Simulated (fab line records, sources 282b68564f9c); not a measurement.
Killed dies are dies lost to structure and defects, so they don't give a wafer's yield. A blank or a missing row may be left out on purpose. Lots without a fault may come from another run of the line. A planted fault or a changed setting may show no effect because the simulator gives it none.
One fault seen from 2 desks | flow rit_cmos | each desk has only its own numbers; what lay behind them comes last

THE METROLOGY DESK
What the gauges read, lot by lot, whatever tool the lot ran on: means of the sampled wafers that have a number. A lot is out of limits, marked OUT, if its mean lies more than 4 standard deviations from the usual mean; the brackets give that distance.
Columns: A = PRETRO_OVL at RIT_PRETRO_OVL_MEAS_06, usual 0.6 nm
lot  | first seen here | A
L104 | day 2 15:28     | 0.7
L106 | day 2 20:39     | -1.6
L107 | day 2 23:16     | 0.6
L108 | day 3 04:25     | -0.4
L109 | day 3 09:23     | 2.0
L110 | day 3 14:34     | -1.4
L111 | day 3 17:17     | 1.8
L113 | day 4 03:50     | -1.0
L114 | day 4 09:08     | -1.3
L115 | day 4 15:01     | 2.7
L118 | day 5 04:40     | 3396.7 (+99 or more) OUT
L121 | day 5 19:38     | 3397.1 (+99 or more) OUT
L122 | day 6 00:50     | 3396.1 (+99 or more) OUT
L124 | day 6 10:52     | 3397.1 (+99 or more) OUT
L125 | day 6 16:04     | 0.4
L127 | day 7 02:07     | 1.4
This desk's finding: out of limits on L118, L121, L122, L124; first on L118, day 5 04:40 (PRETRO_OVL at RIT_PRETRO_OVL_MEAS_06). In limits: L104, L106, L107, L108, L109, L110, L111, L113, L114, L115, L125, L127.

THE TOOL OWNER'S DESK: iline_stepper-02
The tool's own readings at RIT_PRETRO_EXPOSE_03 (exposes mask M5, target cd 43700 nm): means of the sampled wafers that have a number, for each lot that ran on this tool. A lot is out of limits, marked OUT, if its mean lies more than 4 standard deviations from the usual mean; the brackets give that distance.
Columns: A = reticle_temp_C at RIT_PRETRO_EXPOSE_03, usual 23.01 C
lot  | first seen here | A
L106 | day 2 20:11     | 22.86
L107 | day 2 22:50     | 23.06
L114 | day 4 08:37     | 23.04
L118 | day 5 04:16     | 23.13
L121 | day 5 19:13     | 22.91
L122 | day 6 00:25     | 23.05
L124 | day 6 10:26     | 23.06
This desk's finding: nothing out of limits on any of the 7 lots.

PUT TOGETHER
The metrology desk could have raised an alarm at day 5 04:40, on L118, L121, L122, L124.
The tool owner's desk saw nothing out of limits.
The tool owner's desk has L118, L121, L122, L124 on record, within its limits.
Of the lots named, all ran RIT_PRETRO_EXPOSE_03 on iline_stepper-02.

WHAT THE SIMULATOR HAD PUT IN
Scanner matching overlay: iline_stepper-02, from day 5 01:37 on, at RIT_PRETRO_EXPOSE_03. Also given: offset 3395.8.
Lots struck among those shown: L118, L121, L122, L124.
Hours from the fault's start to each desk's first reading out of limits: the metrology desk, 3.
